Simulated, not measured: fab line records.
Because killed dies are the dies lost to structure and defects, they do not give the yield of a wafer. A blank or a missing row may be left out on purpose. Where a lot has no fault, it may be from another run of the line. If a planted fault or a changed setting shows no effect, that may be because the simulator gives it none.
fab line records :: flow berkeley-cmos170
record
  lots=14
  wafers=42
  last-day=13
route steps=331 shown PFIELD@85 M1@252 V2@308
lots with no fault: from the same line, run without faults
start-h: start of the lot's first displayed wafer, in hours after the record's first day :: wait-h: time in hours since the lot's previous step :: " repeats the value in the row above :: L1.1+2: a single row standing in for several wafers :: - no value, or no start given :: * or withheld: withheld :: < > ~ a bound
route shown NAME@n: names a module that has steps shown in the file, with the first one's number in the route :: usual: average and standard deviation across the fault-free wafers :: same: alike in all rows :: chamber/n: place in a boat :: sites: each site's reading :: _std_site: the values' standard deviation :: _edge_site: mean of outer sites minus mean of inner sites :: radius-mm: for every site, how far away it sits from the centre of the wafer :: mask NAME#n: copy n :: behind: the most recent tool/chamber to have shaped the wafer :: hold: why the lot was held/for how many hours/how that ended :: device: whichever transistor did not switch (one of n, p or np) :: end of line: the same wafers' tests at the end of the route :: a step without rows: its recipe alone :: killed: dies lost to structure and defects at the first sort, not the wafer's yield :: map: the dies of a wafer, with x for killed, . for not killed, _ for no die there
set.NAME: setting as actually run; set.NAME@STEP: the setting as run at that earlier step :: model.NAME: the simulator's own value behind a step, which no gauge read
the route's steps for a sample of lots (tables are steps, rows are wafers)
services: a tool's chamber out of use, with start hour (start-h, from the record's first day; less than 0 if before it), hours out, and reason
## steps
# step UCB170_PFIELD_OVL_MEAS_06
# usual
  PFIELD_OVL=-1/4.9
lot.wafer: L369.1
tool: overlay-01
chamber: -
start-h: 107.41
wait-h: -
PFIELD_OVL[nm]: -4

lot.wafer: L369.5
tool: overlay-01
chamber: -
start-h: 107.41
wait-h: -
PFIELD_OVL[nm]: 1

lot.wafer: L369.6
tool: overlay-01
chamber: -
start-h: 107.41
wait-h: -
PFIELD_OVL[nm]: -2

lot.wafer: L370.3
tool: overlay-02
chamber: -
start-h: 107.70
wait-h: -
PFIELD_OVL[nm]: -1

lot.wafer: L370.4
tool: overlay-02
chamber: -
start-h: 107.70
wait-h: -
PFIELD_OVL[nm]: -7

lot.wafer: L370.6
tool: overlay-02
chamber: -
start-h: 107.70
wait-h: -
PFIELD_OVL[nm]: -5

lot.wafer: L372.1
tool: overlay-02
chamber: -
start-h: 114.31
wait-h: -
PFIELD_OVL[nm]: -3

lot.wafer: L372.5
tool: overlay-02
chamber: -
start-h: 114.31
wait-h: -
PFIELD_OVL[nm]: 0

lot.wafer: L372.6
tool: overlay-02
chamber: -
start-h: 114.31
wait-h: -
PFIELD_OVL[nm]: -7

lot.wafer: L371.2
tool: overlay-01
chamber: -
start-h: 114.44
wait-h: -
PFIELD_OVL[nm]: 0

lot.wafer: L371.3
tool: overlay-01
chamber: -
start-h: 114.44
wait-h: -
PFIELD_OVL[nm]: 0

lot.wafer: L371.5
tool: overlay-01
chamber: -
start-h: 114.44
wait-h: -
PFIELD_OVL[nm]: 0

lot.wafer: L373.1
tool: overlay-02
chamber: -
start-h: 121.17
wait-h: -
PFIELD_OVL[nm]: 0

lot.wafer: L373.3
tool: overlay-02
chamber: -
start-h: 121.17
wait-h: -
PFIELD_OVL[nm]: -3

lot.wafer: L373.5
tool: overlay-02
chamber: -
start-h: 121.17
wait-h: -
PFIELD_OVL[nm]: -2

lot.wafer: L375.2
tool: overlay-02
chamber: -
start-h: 130.60
wait-h: -
PFIELD_OVL[nm]: 1

lot.wafer: L375.4
tool: overlay-02
chamber: -
start-h: 130.60
wait-h: -
PFIELD_OVL[nm]: 3

lot.wafer: L375.5
tool: overlay-02
chamber: -
start-h: 130.60
wait-h: -
PFIELD_OVL[nm]: 7

lot.wafer: L377.1
tool: overlay-01
chamber: -
start-h: 140.75
wait-h: -
PFIELD_OVL[nm]: -7

lot.wafer: L377.2
tool: overlay-01
chamber: -
start-h: 140.75
wait-h: -
PFIELD_OVL[nm]: -6

lot.wafer: L377.3
tool: overlay-01
chamber: -
start-h: 140.75
wait-h: -
PFIELD_OVL[nm]: -6

lot.wafer: L376.4
tool: overlay-02
chamber: -
start-h: 141.35
wait-h: -
PFIELD_OVL[nm]: -1

lot.wafer: L376.5
tool: overlay-02
chamber: -
start-h: 141.35
wait-h: -
PFIELD_OVL[nm]: 4

lot.wafer: L376.6
tool: overlay-02
chamber: -
start-h: 141.35
wait-h: -
PFIELD_OVL[nm]: 3

lot.wafer: L378.1
tool: overlay-02
chamber: -
start-h: 141.57
wait-h: -
PFIELD_OVL[nm]: -3

lot.wafer: L378.3
tool: overlay-02
chamber: -
start-h: 141.57
wait-h: -
PFIELD_OVL[nm]: -1

lot.wafer: L378.5
tool: overlay-02
chamber: -
start-h: 141.57
wait-h: -
PFIELD_OVL[nm]: -2

lot.wafer: L379.1
tool: overlay-02
chamber: -
start-h: 149.93
wait-h: -
PFIELD_OVL[nm]: 4

lot.wafer: L379.2
tool: overlay-02
chamber: -
start-h: 149.93
wait-h: -
PFIELD_OVL[nm]: 5

lot.wafer: L379.5
tool: overlay-02
chamber: -
start-h: 149.93
wait-h: -
PFIELD_OVL[nm]: 6

lot.wafer: L385.2
tool: overlay-01
chamber: -
start-h: 175.88
wait-h: -
PFIELD_OVL[nm]: -4

lot.wafer: L385.3
tool: overlay-01
chamber: -
start-h: 175.88
wait-h: -
PFIELD_OVL[nm]: -3

lot.wafer: L385.4
tool: overlay-01
chamber: -
start-h: 175.88
wait-h: -
PFIELD_OVL[nm]: -1

lot.wafer: L384.1
tool: overlay-02
chamber: -
start-h: 176.03
wait-h: -
PFIELD_OVL[nm]: -2

lot.wafer: L384.2
tool: overlay-02
chamber: -
start-h: 176.03
wait-h: -
PFIELD_OVL[nm]: 1

lot.wafer: L384.6
tool: overlay-02
chamber: -
start-h: 176.03
wait-h: -
PFIELD_OVL[nm]: -4

lot.wafer: L388.3
tool: overlay-01
chamber: -
start-h: 194.63
wait-h: -
PFIELD_OVL[nm]: 8

lot.wafer: L388.5
tool: overlay-01
chamber: -
start-h: 194.63
wait-h: -
PFIELD_OVL[nm]: 4

lot.wafer: L388.6
tool: overlay-01
chamber: -
start-h: 194.63
wait-h: -
PFIELD_OVL[nm]: 5

lot.wafer: L391.1
tool: overlay-01
chamber: -
start-h: 206.30
wait-h: -
PFIELD_OVL[nm]: -9

lot.wafer: L391.3
tool: overlay-01
chamber: -
start-h: 206.30
wait-h: -
PFIELD_OVL[nm]: -8

lot.wafer: L391.5
tool: overlay-01
chamber: -
start-h: 206.30
wait-h: -
PFIELD_OVL[nm]: -7
# step UCB170_PFIELD_IMPLANT_07
# recipe
  species=B
  dose-cm2=2e+13
  energy-kev=80
  tilt-deg=7
# usual
  beam-on-s=10.01/0.22
  dose-ions-cm2=1.9999e+13/2.3e+10
lot.wafer: L369.1
tool: implanter-01
chamber: 0
start-h: 107.45
wait-h: 0.0
beam-on-s: 10.24
dose-ions-cm2: 1.9966e+13

lot.wafer: L369.5
tool: implanter-01
chamber: 0
start-h: 107.45
wait-h: 0.0
beam-on-s: 9.96
dose-ions-cm2: 1.9981e+13

lot.wafer: L369.6
tool: implanter-01
chamber: 0
start-h: 107.45
wait-h: 0.0
beam-on-s: 9.81
dose-ions-cm2: 1.9996e+13

lot.wafer: L370.3
tool: implanter-03
chamber: 0
start-h: 107.77
wait-h: 0.1
beam-on-s: 10.15
dose-ions-cm2: 2.0023e+13

lot.wafer: L370.4
tool: implanter-03
chamber: 0
start-h: 107.77
wait-h: 0.1
beam-on-s: 10.21
dose-ions-cm2: 2.0016e+13

lot.wafer: L370.6
tool: implanter-03
chamber: 0
start-h: 107.77
wait-h: 0.1
beam-on-s: 9.93
dose-ions-cm2: 2.0048e+13

lot.wafer: L372.1
tool: implanter-01
chamber: 0
start-h: 114.35
wait-h: 0.0
beam-on-s: 9.93
dose-ions-cm2: 2.0001e+13

lot.wafer: L372.5
tool: implanter-01
chamber: 0
start-h: 114.35
wait-h: 0.0
beam-on-s: 10.10
dose-ions-cm2: 2.0001e+13

lot.wafer: L372.6
tool: implanter-01
chamber: 0
start-h: 114.35
wait-h: 0.0
beam-on-s: 9.90
dose-ions-cm2: 1.9949e+13

lot.wafer: L371.2
tool: implanter-01
chamber: 0
start-h: 114.52
wait-h: 0.1
beam-on-s: 9.88
dose-ions-cm2: 1.9998e+13

lot.wafer: L371.3
tool: implanter-01
chamber: 0
start-h: 114.52
wait-h: 0.1
beam-on-s: 10.23
dose-ions-cm2: 1.9972e+13

lot.wafer: L371.5
tool: implanter-01
chamber: 0
start-h: 114.52
wait-h: 0.1
beam-on-s: 9.50
dose-ions-cm2: 1.9976e+13

lot.wafer: L373.1
tool: implanter-04
chamber: 0
start-h: 121.21
wait-h: 0.0
beam-on-s: 10.12
dose-ions-cm2: 2.0002e+13

lot.wafer: L373.3
tool: implanter-04
chamber: 0
start-h: 121.21
wait-h: 0.0
beam-on-s: 9.99
dose-ions-cm2: 1.9984e+13

lot.wafer: L373.5
tool: implanter-04
chamber: 0
start-h: 121.21
wait-h: 0.0
beam-on-s: 9.97
dose-ions-cm2: 2.0022e+13

lot.wafer: L375.2
tool: implanter-01
chamber: 0
start-h: 130.70
wait-h: 0.1
beam-on-s: 10.07
dose-ions-cm2: 1.9993e+13

lot.wafer: L375.4
tool: implanter-01
chamber: 0
start-h: 130.70
wait-h: 0.1
beam-on-s: 10.00
dose-ions-cm2: 2.0015e+13

lot.wafer: L375.5
tool: implanter-01
chamber: 0
start-h: 130.70
wait-h: 0.1
beam-on-s: 9.84
dose-ions-cm2: 1.9981e+13

lot.wafer: L377.1
tool: implanter-01
chamber: 0
start-h: 140.78
wait-h: 0.0
beam-on-s: 9.85
dose-ions-cm2: 2.0033e+13

lot.wafer: L377.2
tool: implanter-01
chamber: 0
start-h: 140.78
wait-h: 0.0
beam-on-s: 9.98
dose-ions-cm2: 2.0011e+13

lot.wafer: L377.3
tool: implanter-01
chamber: 0
start-h: 140.78
wait-h: 0.0
beam-on-s: 10.02
dose-ions-cm2: 1.9998e+13

lot.wafer: L376.4
tool: implanter-03
chamber: 0
start-h: 141.44
wait-h: 0.1
beam-on-s: 10.18
dose-ions-cm2: 1.9991e+13

lot.wafer: L376.5
tool: implanter-03
chamber: 0
start-h: 141.44
wait-h: 0.1
beam-on-s: 9.61
dose-ions-cm2: 2.0013e+13

lot.wafer: L376.6
tool: implanter-03
chamber: 0
start-h: 141.44
wait-h: 0.1
beam-on-s: 10.07
dose-ions-cm2: 2.0007e+13

lot.wafer: L378.1
tool: implanter-04
chamber: 0
start-h: 141.61
wait-h: 0.0
beam-on-s: 10.01
dose-ions-cm2: 1.999e+13

lot.wafer: L378.3
tool: implanter-04
chamber: 0
start-h: 141.61
wait-h: 0.0
beam-on-s: 9.58
dose-ions-cm2: 2.0026e+13

lot.wafer: L378.5
tool: implanter-04
chamber: 0
start-h: 141.61
wait-h: 0.0
beam-on-s: 9.67
dose-ions-cm2: 2.0046e+13

lot.wafer: L379.1
tool: implanter-04
chamber: 0
start-h: 149.96
wait-h: 0.0
beam-on-s: 10.15
dose-ions-cm2: 1.9988e+13

lot.wafer: L379.2
tool: implanter-04
chamber: 0
start-h: 149.96
wait-h: 0.0
beam-on-s: 10.14
dose-ions-cm2: 1.998e+13

lot.wafer: L379.5
tool: implanter-04
chamber: 0
start-h: 149.96
wait-h: 0.0
beam-on-s: 10.45
dose-ions-cm2: 1.9985e+13

lot.wafer: L385.2
tool: implanter-04
chamber: 0
start-h: 175.93
wait-h: 0.0
beam-on-s: 9.65
dose-ions-cm2: 2.0368e+13

lot.wafer: L385.3
tool: implanter-04
chamber: 0
start-h: 175.93
wait-h: 0.0
beam-on-s: 10.25
dose-ions-cm2: 2.0347e+13

lot.wafer: L385.4
tool: implanter-04
chamber: 0
start-h: 175.93
wait-h: 0.0
beam-on-s: 9.53
dose-ions-cm2: 2.0365e+13

lot.wafer: L384.1
tool: implanter-01
chamber: 0
start-h: 176.07
wait-h: 0.0
beam-on-s: 10.09
dose-ions-cm2: 1.9957e+13

lot.wafer: L384.2
tool: implanter-01
chamber: 0
start-h: 176.07
wait-h: 0.0
beam-on-s: 9.90
dose-ions-cm2: 1.9965e+13

lot.wafer: L384.6
tool: implanter-01
chamber: 0
start-h: 176.07
wait-h: 0.0
beam-on-s: 9.93
dose-ions-cm2: 2.0003e+13

lot.wafer: L388.3
tool: implanter-04
chamber: 0
start-h: 194.71
wait-h: 0.1
beam-on-s: 9.76
dose-ions-cm2: 2.038e+13

lot.wafer: L388.5
tool: implanter-04
chamber: 0
start-h: 194.71
wait-h: 0.1
beam-on-s: 9.62
dose-ions-cm2: 2.0386e+13

lot.wafer: L388.6
tool: implanter-04
chamber: 0
start-h: 194.71
wait-h: 0.1
beam-on-s: 10.29
dose-ions-cm2: 2.0377e+13

lot.wafer: L391.1
tool: implanter-03
chamber: 0
start-h: 206.34
wait-h: 0.0
beam-on-s: 9.90
dose-ions-cm2: 1.9972e+13

lot.wafer: L391.3
tool: implanter-03
chamber: 0
start-h: 206.34
wait-h: 0.0
beam-on-s: 9.86
dose-ions-cm2: 1.9997e+13

lot.wafer: L391.5
tool: implanter-03
chamber: 0
start-h: 206.34
wait-h: 0.0
beam-on-s: 9.94
dose-ions-cm2: 1.9961e+13
# step UCB170_M1_CD_MEAS_90
# recipe
  target-cd-nm=700
# usual
  cd-nm=700.2/2
lot.wafer: L370.3
tool: cd-sem-01
chamber: -
start-h: 190.78
wait-h: 0.1
cd-nm: 699.7

lot.wafer: L370.4
tool: cd-sem-01
chamber: -
start-h: 190.78
wait-h: 0.1
cd-nm: 700.2

lot.wafer: L370.6
tool: cd-sem-01
chamber: -
start-h: 190.78
wait-h: 0.1
cd-nm: 699.5

lot.wafer: L369.1
tool: cd-sem-02
chamber: -
start-h: 191.69
wait-h: 0.1
cd-nm: 701.4

lot.wafer: L369.5
tool: cd-sem-02
chamber: -
start-h: 191.69
wait-h: 0.1
cd-nm: 701.0

lot.wafer: L369.6
tool: cd-sem-02
chamber: -
start-h: 191.69
wait-h: 0.1
cd-nm: 701.0

lot.wafer: L371.2
tool: cd-sem-02
chamber: -
start-h: 197.50
wait-h: 0.1
cd-nm: 700.4

lot.wafer: L371.3
tool: cd-sem-02
chamber: -
start-h: 197.50
wait-h: 0.1
cd-nm: 700.5

lot.wafer: L371.5
tool: cd-sem-02
chamber: -
start-h: 197.50
wait-h: 0.1
cd-nm: 700.2

lot.wafer: L372.1
tool: cd-sem-01
chamber: -
start-h: 197.56
wait-h: 0.1
cd-nm: 699.0

lot.wafer: L372.5
tool: cd-sem-01
chamber: -
start-h: 197.56
wait-h: 0.1
cd-nm: 698.2

lot.wafer: L372.6
tool: cd-sem-01
chamber: -
start-h: 197.56
wait-h: 0.1
cd-nm: 698.6

lot.wafer: L373.1
tool: cd-sem-02
chamber: -
start-h: 210.45
wait-h: 0.1
cd-nm: 700.5

lot.wafer: L373.3
tool: cd-sem-02
chamber: -
start-h: 210.45
wait-h: 0.1
cd-nm: 698.3

lot.wafer: L373.5
tool: cd-sem-02
chamber: -
start-h: 210.45
wait-h: 0.1
cd-nm: 700.8

lot.wafer: L375.2
tool: cd-sem-02
chamber: -
start-h: 220.25
wait-h: 0.1
cd-nm: 700.5

lot.wafer: L375.4
tool: cd-sem-02
chamber: -
start-h: 220.25
wait-h: 0.1
cd-nm: 700.7

lot.wafer: L375.5
tool: cd-sem-02
chamber: -
start-h: 220.25
wait-h: 0.1
cd-nm: 699.4

lot.wafer: L377.1
tool: cd-sem-02
chamber: -
start-h: 222.84
wait-h: 0.1
cd-nm: 698.7

lot.wafer: L377.2
tool: cd-sem-02
chamber: -
start-h: 222.84
wait-h: 0.1
cd-nm: 701.8

lot.wafer: L377.3
tool: cd-sem-02
chamber: -
start-h: 222.84
wait-h: 0.1
cd-nm: 701.1

lot.wafer: L378.1
tool: cd-sem-01
chamber: -
start-h: 223.09
wait-h: 0.1
cd-nm: 702.7

lot.wafer: L378.3
tool: cd-sem-01
chamber: -
start-h: 223.09
wait-h: 0.1
cd-nm: 705.4

lot.wafer: L378.5
tool: cd-sem-01
chamber: -
start-h: 223.09
wait-h: 0.1
cd-nm: 703.0

lot.wafer: L376.4
tool: cd-sem-02
chamber: -
start-h: 223.43
wait-h: 0.1
cd-nm: 696.5

lot.wafer: L376.5
tool: cd-sem-02
chamber: -
start-h: 223.43
wait-h: 0.1
cd-nm: 699.8

lot.wafer: L376.6
tool: cd-sem-02
chamber: -
start-h: 223.43
wait-h: 0.1
cd-nm: 703.1

lot.wafer: L379.1
tool: cd-sem-02
chamber: -
start-h: 232.62
wait-h: 0.1
cd-nm: 700.8

lot.wafer: L379.2
tool: cd-sem-02
chamber: -
start-h: 232.62
wait-h: 0.1
cd-nm: 700.6

lot.wafer: L379.5
tool: cd-sem-02
chamber: -
start-h: 232.62
wait-h: 0.1
cd-nm: 701.4

lot.wafer: L384.1
tool: cd-sem-01
chamber: -
start-h: 252.86
wait-h: 0.1
cd-nm: 700.9

lot.wafer: L384.2
tool: cd-sem-01
chamber: -
start-h: 252.86
wait-h: 0.1
cd-nm: 700.6

lot.wafer: L384.6
tool: cd-sem-01
chamber: -
start-h: 252.86
wait-h: 0.1
cd-nm: 700.1

lot.wafer: L385.2
tool: cd-sem-02
chamber: -
start-h: 253.15
wait-h: 0.1
cd-nm: 697.2

lot.wafer: L385.3
tool: cd-sem-02
chamber: -
start-h: 253.15
wait-h: 0.1
cd-nm: 696.2

lot.wafer: L385.4
tool: cd-sem-02
chamber: -
start-h: 253.15
wait-h: 0.1
cd-nm: 698.9

lot.wafer: L388.3
tool: cd-sem-02
chamber: -
start-h: 261.97
wait-h: 0.1
cd-nm: 700.0

lot.wafer: L388.5
tool: cd-sem-02
chamber: -
start-h: 261.97
wait-h: 0.1
cd-nm: 702.1

lot.wafer: L388.6
tool: cd-sem-02
chamber: -
start-h: 261.97
wait-h: 0.1
cd-nm: 697.5

lot.wafer: L391.1
tool: cd-sem-01
chamber: -
start-h: 284.21
wait-h: 0.1
cd-nm: 695.6

lot.wafer: L391.3
tool: cd-sem-01
chamber: -
start-h: 284.21
wait-h: 0.1
cd-nm: 698.2

lot.wafer: L391.5
tool: cd-sem-01
chamber: -
start-h: 284.21
wait-h: 0.1
cd-nm: 698.1
# step UCB170_V2_CD_MEAS_90
# recipe
  target-cd-nm=700
# usual
  cd-nm=700.1/1.5
lot.wafer: L370.3
tool: cd-sem-01
chamber: -
start-h: 201.59
wait-h: 0.1
cd-nm: 700.3

lot.wafer: L370.4
tool: cd-sem-01
chamber: -
start-h: 201.59
wait-h: 0.1
cd-nm: 700.7

lot.wafer: L370.6
tool: cd-sem-01
chamber: -
start-h: 201.59
wait-h: 0.1
cd-nm: 700.3

lot.wafer: L369.1
tool: cd-sem-01
chamber: -
start-h: 202.65
wait-h: 0.1
cd-nm: 698.0

lot.wafer: L369.5
tool: cd-sem-01
chamber: -
start-h: 202.65
wait-h: 0.1
cd-nm: 700.3

lot.wafer: L369.6
tool: cd-sem-01
chamber: -
start-h: 202.65
wait-h: 0.1
cd-nm: 699.5

lot.wafer: L371.2
tool: cd-sem-01
chamber: -
start-h: 210.38
wait-h: 0.1
cd-nm: 701.2

lot.wafer: L371.3
tool: cd-sem-01
chamber: -
start-h: 210.38
wait-h: 0.1
cd-nm: 699.4

lot.wafer: L371.5
tool: cd-sem-01
chamber: -
start-h: 210.38
wait-h: 0.1
cd-nm: 700.1

lot.wafer: L372.1
tool: cd-sem-02
chamber: -
start-h: 213.54
wait-h: 0.1
cd-nm: 699.4

lot.wafer: L372.5
tool: cd-sem-02
chamber: -
start-h: 213.54
wait-h: 0.1
cd-nm: 699.8

lot.wafer: L372.6
tool: cd-sem-02
chamber: -
start-h: 213.54
wait-h: 0.1
cd-nm: 698.3

lot.wafer: L373.1
tool: cd-sem-01
chamber: -
start-h: 224.08
wait-h: 0.1
cd-nm: 701.4

lot.wafer: L373.3
tool: cd-sem-01
chamber: -
start-h: 224.08
wait-h: 0.1
cd-nm: 700.6

lot.wafer: L373.5
tool: cd-sem-01
chamber: -
start-h: 224.08
wait-h: 0.1
cd-nm: 700.5

lot.wafer: L377.1
tool: cd-sem-02
chamber: -
start-h: 234.89
wait-h: 0.1
cd-nm: 698.5

lot.wafer: L377.2
tool: cd-sem-02
chamber: -
start-h: 234.89
wait-h: 0.1
cd-nm: 697.9

lot.wafer: L377.3
tool: cd-sem-02
chamber: -
start-h: 234.89
wait-h: 0.1
cd-nm: 698.2

lot.wafer: L375.2
tool: cd-sem-01
chamber: -
start-h: 234.97
wait-h: 0.1
cd-nm: 699.0

lot.wafer: L375.4
tool: cd-sem-01
chamber: -
start-h: 234.97
wait-h: 0.1
cd-nm: 699.0

lot.wafer: L375.5
tool: cd-sem-01
chamber: -
start-h: 234.97
wait-h: 0.1
cd-nm: 699.7

lot.wafer: L378.1
tool: cd-sem-02
chamber: -
start-h: 236.53
wait-h: 0.1
cd-nm: 699.6

lot.wafer: L378.3
tool: cd-sem-02
chamber: -
start-h: 236.53
wait-h: 0.1
cd-nm: 698.5

lot.wafer: L378.5
tool: cd-sem-02
chamber: -
start-h: 236.53
wait-h: 0.1
cd-nm: 701.1

lot.wafer: L376.4
tool: cd-sem-01
chamber: -
start-h: 238.04
wait-h: 0.1
cd-nm: 698.4

lot.wafer: L376.5
tool: cd-sem-01
chamber: -
start-h: 238.04
wait-h: 0.1
cd-nm: 697.6

lot.wafer: L376.6
tool: cd-sem-01
chamber: -
start-h: 238.04
wait-h: 0.1
cd-nm: 697.7

lot.wafer: L379.1
tool: cd-sem-01
chamber: -
start-h: 244.68
wait-h: 0.1
cd-nm: 702.5

lot.wafer: L379.2
tool: cd-sem-01
chamber: -
start-h: 244.68
wait-h: 0.1
cd-nm: 702.5

lot.wafer: L379.5
tool: cd-sem-01
chamber: -
start-h: 244.68
wait-h: 0.1
cd-nm: 702.1

lot.wafer: L384.1
tool: cd-sem-01
chamber: -
start-h: 266.26
wait-h: 0.1
cd-nm: 701.7

lot.wafer: L384.2
tool: cd-sem-01
chamber: -
start-h: 266.26
wait-h: 0.1
cd-nm: 701.8

lot.wafer: L384.6
tool: cd-sem-01
chamber: -
start-h: 266.26
wait-h: 0.1
cd-nm: 704.0

lot.wafer: L385.2
tool: cd-sem-02
chamber: -
start-h: 266.61
wait-h: 0.1
cd-nm: 703.3

lot.wafer: L385.3
tool: cd-sem-02
chamber: -
start-h: 266.61
wait-h: 0.1
cd-nm: 702.6

lot.wafer: L385.4
tool: cd-sem-02
chamber: -
start-h: 266.61
wait-h: 0.1
cd-nm: 702.2

lot.wafer: L388.3
tool: cd-sem-01
chamber: -
start-h: 271.05
wait-h: 0.1
cd-nm: 699.9

lot.wafer: L388.5
tool: cd-sem-01
chamber: -
start-h: 271.05
wait-h: 0.1
cd-nm: 700.6

lot.wafer: L388.6
tool: cd-sem-01
chamber: -
start-h: 271.05
wait-h: 0.1
cd-nm: 699.3

lot.wafer: L391.1
tool: cd-sem-01
chamber: -
start-h: 295.85
wait-h: 0.1
cd-nm: 700.1

lot.wafer: L391.3
tool: cd-sem-01
chamber: -
start-h: 295.85
wait-h: 0.1
cd-nm: 697.5

lot.wafer: L391.5
tool: cd-sem-01
chamber: -
start-h: 295.85
wait-h: 0.1
cd-nm: 699.9
## services
tool: implanter-03
chamber: -
start-h: 108.39
hours: 32.7
kind: pm

tool: implanter-04
chamber: -
start-h: 201.93
hours: 5.1
kind: pm
## key
first-sign
  step=UCB170_PFIELD_IMPLANT_07
  reading=dose-ions-cm2
  direction=up
  sigmas=16
  usual=1.9999e+13
  struck=2.0371e+13
effect none on later readings
met-at UCB170_PFIELD_IMPLANT_07
struck-lots L385,L388
tester-left-out L385,L388
not-acting-at UCB170_PFIELD_OVL_MEAS_06,UCB170_M1_CD_MEAS_90,UCB170_V2_CD_MEAS_90
onset-between 149.96 175.93
fault
  kind=process-parameter-drift
  tool=implanter-04
  chamber=-
  onset-h=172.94
  steps=UCB170_PFIELD_IMPLANT_07
  channel=dose-cm2
  offset=3.5449e+11
  shape=step
  end-h=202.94
  acts-in=these-recipes-only
  stated=2e+13
# tester-left-out: of these lots the tester's yield and bins aren't shown, on N5 and GAA mostly nor the transistor test; their killed dies are dies lost to structure and defects alone, not to doping, threshold or leakage, so they don't give the yield
